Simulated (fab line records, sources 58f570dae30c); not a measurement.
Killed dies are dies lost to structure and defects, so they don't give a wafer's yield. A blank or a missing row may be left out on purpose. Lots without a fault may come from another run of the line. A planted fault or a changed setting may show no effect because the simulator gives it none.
Which tool did it? | flow berkeley_cmos170 | 8 lots, 24 wafers sampled, at 4 steps of a route of 331

WHAT THE GAUGES READ, wafer by wafer
UCB170_NSD_TW_MEAS_10. Usual: NSD_TW 4225, standard deviation 27.
lot  | measured     | on            | NSD_TW         | flag
L550 | day 8 20:07  | film_metro-01 | 3807 3805 3836 | OFF
L554 | day 9 14:34  | film_metro-01 | 4278 4264 4284 |
L552 | day 9 15:02  | film_metro-01 | 3829 3804 3826 | OFF
L556 | day 10 04:49 | film_metro-03 | 4212 4223 4189 |
L558 | day 10 15:11 | film_metro-03 | 4225 4212 4232 |
L561 | day 11 04:29 | film_metro-03 | 4236 4247 4226 |
L562 | day 11 04:44 | film_metro-01 | 4264 4255 4248 |
L564 | day 11 21:34 | film_metro-02 | 4188 4200 4165 |

UCB170_SDANNEAL_RS_MEAS_03: measures by four-point-probe. Usual: NSD_RS 37.15 ohm/sq, standard deviation 0.097.
lot  | measured     | on            | NSD_RS (ohm/sq)   | flag
L550 | day 8 21:22  | film_metro-01 | 42.47 42.45 42.49 | OFF
L554 | day 9 16:14  | film_metro-03 | 37.10 37.10 37.15 |
L552 | day 9 16:43  | film_metro-02 | 42.47 42.41 42.47 | OFF
L556 | day 10 06:07 | film_metro-02 | 37.05 37.04 37.23 |
L558 | day 10 17:26 | film_metro-03 | 37.18 37.13 37.15 |
L561 | day 11 05:43 | film_metro-03 | 37.15 37.17 37.14 |
L562 | day 11 05:58 | film_metro-02 | 37.16 37.09 37.01 |
L564 | day 11 23:25 | film_metro-03 | 37.12 37.15 37.05 |

WHICH TOOL RAN EACH LOT (tool, then ch and the chambers of the sampled wafers, then the start)
lot  | UCB170_NSD_IMPLANT_08           | UCB170_NSD_STRIP_09
L550 | implanter-04 ch 0, day 8 19:53  | plasma_asher-02 ch 0,1, day 8 20:01
L554 | implanter-03 ch 0, day 9 14:19  | plasma_asher-01 ch 0,1, day 9 14:28
L552 | implanter-04 ch 0, day 9 14:48  | plasma_asher-02 ch 0, day 9 14:56
L556 | implanter-01 ch 0, day 10 04:34 | plasma_asher-01 ch 0,1, day 10 04:43
L558 | implanter-01 ch 0, day 10 14:58 | plasma_asher-01 ch 0,1, day 10 15:05
L561 | implanter-03 ch 0, day 11 04:14 | plasma_asher-04 ch 0,1, day 11 04:23
L562 | implanter-01 ch 0, day 11 04:31 | plasma_asher-01 ch 0,1, day 11 04:38
L564 | implanter-03 ch 0, day 11 21:19 | plasma_asher-02 ch 0,1, day 11 21:28
- UCB170_NSD_IMPLANT_08
- UCB170_NSD_STRIP_09: strips in O2.

WHAT THE TOOLS THEMSELVES READ (means of the sampled wafers that have a number; where no wafer has one, the mark that the record gives instead)
UCB170_NSD_IMPLANT_08. Usual: beam_energy_keV 39.998, standard deviation 0.012; faraday_current_uA 9247, standard deviation 170.
lot  | tool         | beam_energy_keV | faraday_current_uA | flag
L550 | implanter-04 | 26.810          | 9155               | OFF
L554 | implanter-03 | 40.002          | 9151               |
L552 | implanter-04 | 26.810          | 9273               | OFF
L556 | implanter-01 | 40.003          | 9324               |
L558 | implanter-01 | 39.999          | 9293               |
L561 | implanter-03 | 40.006          | 9233               |
L562 | implanter-01 | 39.998          | 9320               |
L564 | implanter-03 | 40.000          | 9372               |

UCB170_NSD_STRIP_09. Usual: drypump_motor_current_A 5.9 A, standard deviation 0.6; o2_flow_sccm 400.0 sccm, standard deviation 1.2; oes_product_au 0.533 a.u., standard deviation 0.005; strip_time_to_endpoint_s 35.78 s, standard deviation 0.066.
lot  | tool            | drypump_motor_current_A (A) | o2_flow_sccm (sccm) | oes_product_au (a.u.) | strip_time_to_endpoint_s (s) | flag
L550 | plasma_asher-02 | 5.1                         | 398.8               | 0.578                 | 31.07                        | OFF
L554 | plasma_asher-01 | 6.2                         | 399.5               | 0.537                 | 35.81                        |
L552 | plasma_asher-02 | 5.1                         | 400.2               | 0.586                 | 31.04                        | OFF
L556 | plasma_asher-01 | 5.9                         | 400.2               | 0.532                 | 35.76                        |
L558 | plasma_asher-01 | 5.9                         | 400.2               | 0.532                 | 35.80                        |
L561 | plasma_asher-04 | 6.3                         | 400.4               | 0.537                 | 35.74                        |
L562 | plasma_asher-01 | 6.0                         | 399.3               | 0.529                 | 35.77                        |
L564 | plasma_asher-02 | 4.9                         | 398.8               | 0.532                 | 35.74                        |

THE ANSWER, worked out from the rows above alone
Rule: a lot is off if the mean of its wafers that have a number lies more than 3 standard deviations from the usual mean. A lot without any number at a reading at which 4 lots or more have one is off too. The other lots that the step has rows for count as sound. The gauges are gone through in route order, then the tools' own readings, and for those a lot's mean is taken as printed above. The first step at which some lot is off is used, and at that step the reading that is off furthest; a lot without a number counts as furthest.
Off: L550, L552, at UCB170_NSD_TW_MEAS_10 (NSD_TW).
A tool fits if, at a process step before that reading, it ran every lot that is off, and no sound lot after the first of them. The gauges at UCB170_NSD_TW_MEAS_10 aren't tried: what is off there is off at UCB170_NSD_IMPLANT_08 too, on other tools, and a gauge's error can't cause that. One fits: implanter-04 at UCB170_NSD_IMPLANT_08. It ran no sound lot before its first lot that is off in this sample, so the start can't be narrowed down.
The tool's own readings at UCB170_NSD_IMPLANT_08 bear it out: on the lots that are off they differ by more than 5 times the standard deviation of the sound lots' means. beam_energy_keV reads 26.810 there against 40.001 on the sound lots.

WHAT THE SIMULATOR HAD PUT IN
Process parameter drift: implanter-04, from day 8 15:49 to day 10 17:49, at UCB170_NSD_IMPLANT_08. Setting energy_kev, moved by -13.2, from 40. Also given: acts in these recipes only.
Lots struck among those shown: L550, L552. The rule above found the same.
